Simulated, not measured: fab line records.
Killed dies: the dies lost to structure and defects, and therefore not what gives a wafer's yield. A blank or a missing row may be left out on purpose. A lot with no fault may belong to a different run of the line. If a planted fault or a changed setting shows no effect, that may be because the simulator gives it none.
fab line records	flow berkeleyCmos170
record: lots: 5	wafers: 15	lastDay: 12
route steps=331 shown SPACER@172 PSD@175 NSD@187
lots with no fault: from the same line, run without faults
startH: hours from the record's opening day to when the first of the lot's shown wafers began	waitH: time in hours since the lot's previous step	" same as the row above	L1.1+2: several wafers, shown together as one row	- no value, or no start given	* or withheld: withheld	< > ~ a bound
route shown NAME@n: NAME is a module with steps in the file, n the number in the route of the first one	usual: average and standard deviation across the fault-free wafers	same: alike in all rows	chamber/n: place in a boat	sites: each site's reading	_std_site: the standard deviation of these	_edge_site: the outer-site mean with the inner-site mean subtracted	radiusMm: how far each site lies from the wafer's centre	mask NAME#n: copy n	behind: tool/chamber where the wafer was last shaped	hold: why the lot was held/for how many hours/how that ended	device: the n, p or np transistor that did not switch	end of line: the tests these same wafers got at the end of their route	a step without rows: its recipe alone	killed: count of dies lost to structure and defects at first sort (not the wafer's yield)	map: a wafer's dies, marking killed ones x, the rest . and places with no die _
set.NAME: the run value of the setting; set.NAME@STEP: its run value at that earlier step	model.NAME: the simulator's own value behind a step, which no gauge read
certain route steps with their lots: each step a table, each wafer a row
services: a tool's chamber out of use, with start hour (startH, from the record's first day; less than 0 if before it), hours out, and reason
== steps ==
step: UCB170_SPACER_THK_MEAS_01
recipe: reads: SiO2_of_SPACER_CVD_00
usual: SPACER_TEOS_THK: 373/5.4
lot.wafer	tool	chamber	startH	waitH	SPACER_TEOS_THK[nm]
L721.2	filmMetro-04	-	153.01	0.0	379
L721.4	"	-	"	"	371
L721.5	"	-	"	"	382
L727.2	filmMetro-01	-	191.27	0.0	372
L727.3	"	-	"	"	373
L727.5	"	-	"	"	368
L733.1	filmMetro-02	-	217.97	0.0	374
L733.2	"	-	"	"	375
L733.6	"	-	"	"	379
L737.3	filmMetro-02	-	232.52	0.0	369
L737.4	"	-	"	"	376
L737.5	"	-	"	"	373
L742.1	filmMetro-01	-	260.07	0.0	378
L742.3	"	-	"	"	372
L742.5	"	-	"	"	378
step: UCB170_SPACER_ANNEAL_02
recipe: tempC: 900	timeS: 1800	ambient: N2
step: UCB170_SPACER_ETCHBACK_03
recipe: stopOn: Si	target: SiO2	chemistry: CHF3/CF4/Ar	CHF3_flow_sccm: 50	cf4FlowSccm: 10	Ar_flow_sccm: 120	pressureMtorr: 200	rfW: 500	targetDepthA: 3760	timeS: 100
usual: drypumpMotorCurrentA: 5.8/0.42	oesProductAu: 0.898/0.02	throttleValvePct: 6.43/0.098
same: timeS: 100
lot.wafer	tool	chamber	startH	waitH	drypumpMotorCurrentA	oesProductAu	rfHoursCounterH	throttleValvePct
L721.2	rieDiel-04	3	157.71	0.1	5.8	0.919	13	6.56
L721.4	"	1	"	"	6.0	0.902	-	6.32
L721.5	"	2	"	"	6.4	0.891	-	6.36
L727.2	rieDiel-04	2	196.08	0.0	6.5	0.884	91	6.37
L727.3	"	1	"	"	6.0	0.916	24	6.34
L727.5	"	2	"	"	6.4	0.872	-	6.36
L733.1	rieDiel-03	3	222.18	0.0	5.3	0.922	36	6.53
L733.2	"	1	"	"	5.8	0.879	18	6.29
L733.6	"	0	"	"	5.5	0.904	-	6.53
L737.3	rieDiel-02	1	238.77	0.0	6.5	0.861	48	6.39
L737.4	"	3	"	"	5.3	0.931	61	6.44
L737.5	"	0	"	"	5.7	0.881	-	6.51
L742.1	rieDiel-04	2	267.03	0.0	6.4	0.880	95	6.39
L742.3	"	1	"	"	6.0	0.910	27	6.34
L742.5	"	0	"	"	5.2	0.914	-	6.26
step: UCB170_PSD_HMDS_00
recipe: primeTimeS: 60	primeTempC: 100
step: UCB170_PSD_COAT_01
recipe: resist: KrF	spinRpm: 1500	resistThkNm: 900
step: UCB170_PSD_SOFTBAKE_02
recipe: resist: KrF	tempC: 130	timeS: 60
step: UCB170_PSD_EXPOSE_03
recipe: maskId: PSELECT_MOD	na: 0.5	sigmaOuter: 0.6	sourceShape: conventional	targetCdNm: 1200	doseMj: 30
step: UCB170_PSD_PEB_04
recipe: pebTempC: 130	pebTimeS: withheld	resist: KrF
step: UCB170_PSD_DEVELOP_05
recipe: developer: TMAH	developTimeS: 45	resist: KrF	devTempC: 21
step: UCB170_PSD_CD_MEAS_06
recipe: targetCdNm: 1200
usual: cdNm: 1199.8/1.6
lot.wafer	tool	chamber	startH	waitH	cdNm
L721.2	cdSem-01	-	159.63	-	1201.2
L721.4	"	-	"	"	1201.5
L721.5	"	-	"	"	1201.0
L727.2	cdSem-01	-	197.58	-	1196.9
L727.3	"	-	"	"	1195.5
L727.5	"	-	"	"	1194.5
L733.1	cdSem-01	-	223.85	-	1200.2
L733.2	"	-	"	"	1201.4
L733.6	"	-	"	"	1199.6
L737.3	cdSem-02	-	239.84	-	1201.0
L737.4	"	-	"	"	1201.4
L737.5	"	-	"	"	1200.6
L742.1	cdSem-02	-	268.50	-	1198.4
L742.3	"	-	"	"	1199.4
L742.5	"	-	"	"	1198.9
step: UCB170_PSD_OVL_MEAS_07
usual: PSD_OVL: 1/4.9
lot.wafer	tool	chamber	startH	waitH	PSD_OVL[nm]
L721.2	overlay-02	-	159.73	0.1	2
L721.4	"	-	"	"	6
L721.5	"	-	"	"	5
L727.2	overlay-02	-	197.69	0.1	0
L727.3	"	-	"	"	-4
L727.5	"	-	"	"	-2
L733.1	overlay-02	-	223.97	0.1	-9
L733.2	"	-	"	"	-4
L733.6	"	-	"	"	-2
L737.3	overlay-02	-	239.93	0.1	4
L737.4	"	-	"	"	5
L737.5	"	-	"	"	3
L742.1	overlay-02	-	268.62	0.1	-4
L742.3	"	-	"	"	1
L742.5	"	-	"	"	2
step: UCB170_PSD_IMPLANT_08
recipe: species: B	doseCm2: 3e+15	energyKev: 20	tiltDeg: 7
step: UCB170_PSD_STRIP_09
recipe: chemistry: O2	powerW: 400	pressureMtorr: 3500	platenTempC: withheld	o2FlowSccm: 400	overashFraction: 0.5
usual: drypumpMotorCurrentA: 5.9/0.33	oesProductAu: 0.600/0.005	stripTimeToEndpointS: 29.40/0.074
lot.wafer	tool	chamber	startH	waitH	drypumpMotorCurrentA	oesProductAu	rfHoursCounterH	stripTimeToEndpointS	model.KrF_of_PSD_COAT_01.thkNm
L721.2	plasmaAsher-01	0	159.91	0.1	6.2	0.591	4	29.37	0
L721.4	"	1	"	"	5.7	0.599	-	29.38	0
L721.5	"	1	"	"	5.7	0.590	-	29.40	0
L727.2	plasmaAsher-04	0	197.87	0.1	5.8	0.593	51	29.59	0
L727.3	"	0	"	"	5.8	0.597	-	29.49	0
L727.5	"	1	"	"	5.7	0.600	-	29.49	0
L733.1	plasmaAsher-01	1	224.16	0.1	5.6	0.593	11	29.37	0
L733.2	"	0	"	"	6.3	0.599	11	29.42	0
L733.6	"	1	"	"	5.6	0.606	-	29.36	0
L737.3	plasmaAsher-04	1	240.14	0.1	5.7	0.422	-	-	692.8
L737.4	"	0	"	"	5.9	0.437	-	-	691.3
L737.5	"	0	"	"	5.8	0.432	-	-	692.2
L742.1	plasmaAsher-01	1	268.81	0.1	5.7	0.606	16	29.39	0
L742.3	"	1	"	"	5.7	0.605	-	29.41	0
L742.5	"	1	"	"	5.7	0.598	-	29.52	0
step: UCB170_PSD_TW_MEAS_10
usual: PSD_TW: 2326/17
lot.wafer	tool	chamber	startH	waitH	PSD_TW
L721.2	filmMetro-03	-	160.02	0.1	2330
L721.4	"	-	"	"	2310
L721.5	"	-	"	"	2326
L727.2	filmMetro-01	-	197.98	0.1	2303
L727.3	"	-	"	"	2297
L727.5	"	-	"	"	2300
L733.1	filmMetro-02	-	224.26	0.1	2338
L733.2	"	-	"	"	2329
L733.6	"	-	"	"	2318
L737.3	filmMetro-02	-	240.22	0.1	2334
L737.4	"	-	"	"	2331
L737.5	"	-	"	"	2351
L742.1	filmMetro-01	-	268.91	0.1	2282
L742.3	"	-	"	"	2296
L742.5	"	-	"	"	2287
step: UCB170_PSD_CLEAN_11
recipe: chemistry: SPM	tempC: 120	timeS: 600
step: UCB170_NSD_HMDS_00
recipe: primeTimeS: 60	primeTempC: 100
step: UCB170_NSD_COAT_01
recipe: resist: KrF	spinRpm: 1500	resistThkNm: 900
step: UCB170_NSD_SOFTBAKE_02
recipe: resist: KrF	tempC: 130	timeS: 60
step: UCB170_NSD_EXPOSE_03
recipe: maskId: NSELECT_MOD	na: 0.5	sigmaOuter: 0.6	sourceShape: conventional	targetCdNm: 1200	doseMj: 30
step: UCB170_NSD_PEB_04
recipe: pebTempC: 130	pebTimeS: withheld	resist: KrF
step: UCB170_NSD_DEVELOP_05
recipe: developer: TMAH	developTimeS: 45	resist: KrF	devTempC: 21
step: UCB170_NSD_CD_MEAS_06
recipe: targetCdNm: 1200
usual: cdNm: 1200.1/1.7
lot.wafer	tool	chamber	startH	waitH	cdNm
L721.2	cdSem-02	-	161.70	-	1197.7
L721.4	"	-	"	"	1197.6
L721.5	"	-	"	"	1198.1
L727.2	cdSem-01	-	199.39	-	1199.8
L727.3	"	-	"	"	1199.3
L727.5	"	-	"	"	1199.0
L733.1	cdSem-01	-	226.99	-	1201.7
L733.2	"	-	"	"	1201.3
L733.6	"	-	"	"	1202.2
L737.3	cdSem-01	-	242.00	-	1201.7
L737.4	"	-	"	"	1200.8
L737.5	"	-	"	"	1200.5
L742.1	cdSem-01	-	270.98	-	1199.3
L742.3	"	-	"	"	1199.2
L742.5	"	-	"	"	1199.3
step: UCB170_NSD_OVL_MEAS_07
usual: NSD_OVL: -1/5.2
lot.wafer	tool	chamber	startH	waitH	NSD_OVL[nm]
L721.2	overlay-01	-	161.81	0.1	5
L721.4	"	-	"	"	2
L721.5	"	-	"	"	-2
L727.2	overlay-01	-	199.50	0.1	-5
L727.3	"	-	"	"	2
L727.5	"	-	"	"	-4
L733.1	overlay-02	-	227.11	0.1	-9
L733.2	"	-	"	"	0
L733.6	"	-	"	"	4
L737.3	overlay-02	-	242.09	0.1	-5
L737.4	"	-	"	"	-8
L737.5	"	-	"	"	-6
L742.1	overlay-01	-	271.10	0.1	1
L742.3	"	-	"	"	1
L742.5	"	-	"	"	-2
step: UCB170_NSD_IMPLANT_08
recipe: species: P	doseCm2: 3e+15	energyKev: 40	tiltDeg: 7
step: UCB170_NSD_STRIP_09
recipe: chemistry: O2	powerW: 400	pressureMtorr: 3500	platenTempC: withheld	o2FlowSccm: 400	overashFraction: 0.5
usual: drypumpMotorCurrentA: 6.1/0.33	oesProductAu: 0.534/0.0046	stripTimeToEndpointS: 35.84/0.079
lot.wafer	tool	chamber	startH	waitH	drypumpMotorCurrentA	oesProductAu	rfHoursCounterH	stripTimeToEndpointS
L721.2	plasmaAsher-02	0	161.99	0.1	6.1	0.533	41	35.94
L721.4	"	0	"	"	6.1	0.549	-	35.85
L721.5	"	1	"	"	6.3	0.542	-	35.97
L727.2	plasmaAsher-02	1	199.68	0.1	6.3	0.539	45	35.74
L727.3	"	1	"	"	6.3	0.535	-	35.77
L727.5	"	0	"	"	6.1	0.530	-	35.80
L733.1	plasmaAsher-01	1	227.30	0.1	5.6	0.537	12	35.80
L733.2	"	0	"	"	6.2	0.526	12	35.93
L733.6	"	1	"	"	5.7	0.530	-	35.89
L737.3	plasmaAsher-02	0	242.30	0.1	6.1	0.609	-	56.29
L737.4	"	1	"	"	6.3	0.605	-	56.21
L737.5	"	0	"	"	6.1	0.604	-	56.18
L742.1	plasmaAsher-01	0	271.29	0.1	6.2	0.537	17	35.85
L742.3	"	1	"	"	5.6	0.538	-	35.94
L742.5	"	1	"	"	5.6	0.541	-	35.94
step: UCB170_NSD_TW_MEAS_10
usual: NSD_TW: 4176/29
lot.wafer	tool	chamber	startH	waitH	NSD_TW
L721.2	filmMetro-01	-	162.10	0.1	4110
L721.4	"	-	"	"	4078
L721.5	"	-	"	"	4101
L727.2	filmMetro-02	-	199.79	0.1	4213
L727.3	"	-	"	"	4194
L727.5	"	-	"	"	4160
L733.1	filmMetro-03	-	227.40	0.1	4186
L733.2	"	-	"	"	4212
L733.6	"	-	"	"	4161
L737.3	filmMetro-01	-	242.39	0.1	30
L737.4	"	-	"	"	30
L737.5	"	-	"	"	30
L742.1	filmMetro-02	-	271.39	0.1	4211
L742.3	"	-	"	"	4196
L742.5	"	-	"	"	4184
step: UCB170_NSD_CLEAN_11
recipe: chemistry: SPM	tempC: 120	timeS: 600
== services ==
tool	chamber	startH	hours	kind
rieDiel-03	0	136.13	2.8	repair
plasmaAsher-04	-	136.13	3.3	repair
rieDiel-02	-	136.51	15.6	pm
plasmaAsher-01	-	137.47	6.2	repair
rieDiel-04	0	155.59	3.3	repair
rieDiel-03	2	162.96	12.8	repair
rieDiel-03	0	174.71	10.0	repair
rieDiel-04	3	178.64	18.2	repair
plasmaAsher-01	-	206.34	3.1	repair
rieDiel-03	1	206.91	1.3	repair
rieDiel-03	2	214.77	-	clean
rieDiel-03	2	214.77	12.8	scheduledDown
rieDiel-03	2	214.77	12.8	ventCycle
rieDiel-04	-	229.43	2.8	pm
rieDiel-03	3	245.90	2.9	repair
rieDiel-02	3	247.41	8.9	repair
== key ==
firstSign: step: UCB170_PSD_STRIP_09	reading: oesProductAu	direction: down	sigmas: 34	usual: 0.600	struck: 0.430
effect: step: UCB170_NSD_STRIP_09	reading: stripTimeToEndpointS	direction: up	sigmas: 99+	usual: *	struck: *
effect: step: UCB170_NSD_TW_MEAS_10	reading: NSD_TW	direction: down	sigmas: 99+	usual: 4176	struck: 30
modelEffect: step: UCB170_PSD_STRIP_09	value: KrF_of_PSD_COAT_01.thkNm	without: 0	struck: 692.1
metAt UCB170_PSD_STRIP_09
struckWafers L737.3,L737.4,L737.5
sortLeftOut L737.3,L737.4,L737.5
testerLeftOut L737
onsetBetween 197.87 240.14
fault: kind: stripAborted	tool: plasmaAsher-04	chamber: -	onsetH: 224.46	steps: UCB170_PSD_STRIP_09	offset: 0.85	endH: 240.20
testerLeftOut: of these lots the tester's yield and bins aren't shown, on N5 and GAA mostly nor the transistor test; their killed dies are dies lost to structure and defects alone, not to doping, threshold or leakage, so they don't give the yield
sortLeftOut: the simulated sort isn't trusted on such a fault, so these wafers' sort isn't shown, and their yield isn't known
